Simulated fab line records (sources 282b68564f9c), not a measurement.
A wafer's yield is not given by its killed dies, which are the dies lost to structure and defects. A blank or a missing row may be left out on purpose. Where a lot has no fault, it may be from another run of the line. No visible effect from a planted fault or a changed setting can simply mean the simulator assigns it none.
Comparing a struck lot with a sound one -- flow rit cmos -- 17 steps out of a route of 202
Sound: wafers L480.2, L480.3, L480.6. The struck wafers were L486.2, L486.3, L486.5. The cause is given at the end.
Order at every step that has rows: each side's tool, ch and its chambers, its first start. Under that, the readings that differ: sound wafers -- struck wafers -- difference of the means -- sigmas: that difference in standard deviations of wafers without a fault.
alike: readings with means less than 2 such deviations apart, plus words and numbers identical on both sides. not compared: withheld readings, readings lacking a value on some wafer, bounds such as >300 that could conceal the same value, and numbers that have no deviation in the record and whose values overlap.
Wherever a step has rows on one side only, a row that says differs or no value, or a row with sigmas, the two part there. Numbers that have no deviation but don't overlap get no sigmas and don't part them. A reading that every wafer of one side lacks parts them only if that side has two wafers or more.

first, 1 step without rows for these wafers: RIT_PRETRO_DEVELOP_05 (develop time 68 s).
RIT_PRETRO_OVL_MEAS_06:
  sound: overlay-01 at day 3 19:20; struck: overlay-02 at day 5 00:51
  alike: PRETRO_OVL
then, 2 steps without rows for these wafers: RIT_PRETRO_HARDBAKE_07 (time 120 s); RIT_PRETRO_IMPLANT_08.
RIT_PRETRO_STRIP_09: strips in O2, time 180 s.
  sound on plasma asher-02 ch 0,1, day 3 19:46; struck on plasma asher-02 ch 0,1, day 5 01:17
  alike: drypump motor current A, rf refl power W
  not compared: rf hours counter h
RIT_PRETRO_TW_MEAS_10:
  sound: film metro-04 at day 3 19:58; struck: film metro-03 at day 5 01:28
reading,sound,struck,difference,sigmas
PRETRO_TW,472.8 471.3 473.0,480.7 479.9 481.7,+8.4,+3
then, 5 steps without rows for these wafers: RIT_GATE_WET_ETCH_00 (etches SiO2 in BOE, target depth 56 nm, time 60 s); RIT_GATE_CLEAN_01 (cleans in SC1, time 600 s); RIT_GATE_CLEAN_02 (cleans in dHF, time 30 s); RIT_GATE_CLEAN_03 (cleans in SC2, time 600 s); RIT_GATE_CLEAN_04 (cleans in dHF, time 60 s).
RIT_FOX2_THK_MEAS_91:
  sound: film metro-04 at day 3 20:27; struck: film metro-03 at day 5 01:58
  alike: FIELD_OXIDE_LEFT_2_THK
RIT_GATE_OXIDATION_05: target thk 3 nm, ox time 270 s.
  sound on furnace-01 ch 0, day 3 20:37; struck on furnace-03 ch 0, day 5 03:41
reading,sound,struck,difference,sigmas
model.SiO2_of_GATE_OXIDATION_05.thk nm (nm),3.138 3.141 3.174,3.354 3.344 3.37,+0.205,
then, 1 step without rows for these wafers: RIT_GATE_ANNEAL_06 (time 600 s).
RIT_GATE_THK_MEAS_07:
  sound: film metro-02 at day 3 23:11; struck: film metro-04 at day 5 05:35
reading,sound,struck,difference,sigmas
GATE_OXIDE_THK (nm),3.06 3.12 3.24,3.35 3.33 3.39,+0.22,+3
then, 1 step without rows for these wafers: RIT_GATE_CVD_08 (deposits poly-Si from SiH4, target thk 250 nm, time 2220 s).
RIT_M1_PROBE_99:
  sound: prober-02 at day 5 01:31; struck: prober-01 at day 6 04:15
reading,sound,struck,difference,sigmas
model.etest.pmos_0p3.r on ohm um,6656 6567 6628,6866 6958 6995,+323,
model.etest.pmos_0p15.r on ohm um,2966 2905 2916,2848 2901 2871,-56,
model.etest.nmos_0p3.r on ohm um,2256 2248 2255,2307 2331 2328,+69,
model.etest.nmos_0p15.drive ua um,440.7 443.3 435,455.5 445.4 453.1,+11.7,
model.etest.nmos narrow.drive ua um,216.5 213.8 213.5,192.4 192.7 192.2,-22.2,
model.etest.nmos_0p3.drive ua um,211.6 212.4 209.3,197.2 196.4 195.1,-14.9,
  alike: killed at contacts, killed at front end, killed dies, killed open, killed short
  not compared: model.etest.pmos turned.r on ohm um, model.etest.pmos_0p15.drive ua um

WHERE THEY PART
At RIT_PRETRO_TW_MEAS_10 first; at RIT_GATE_THK_MEAS_07 last (within this record only). Later steps at which nothing parts them and some readings are alike: RIT_M1_PROBE_99.

WHY: what the simulator had put in
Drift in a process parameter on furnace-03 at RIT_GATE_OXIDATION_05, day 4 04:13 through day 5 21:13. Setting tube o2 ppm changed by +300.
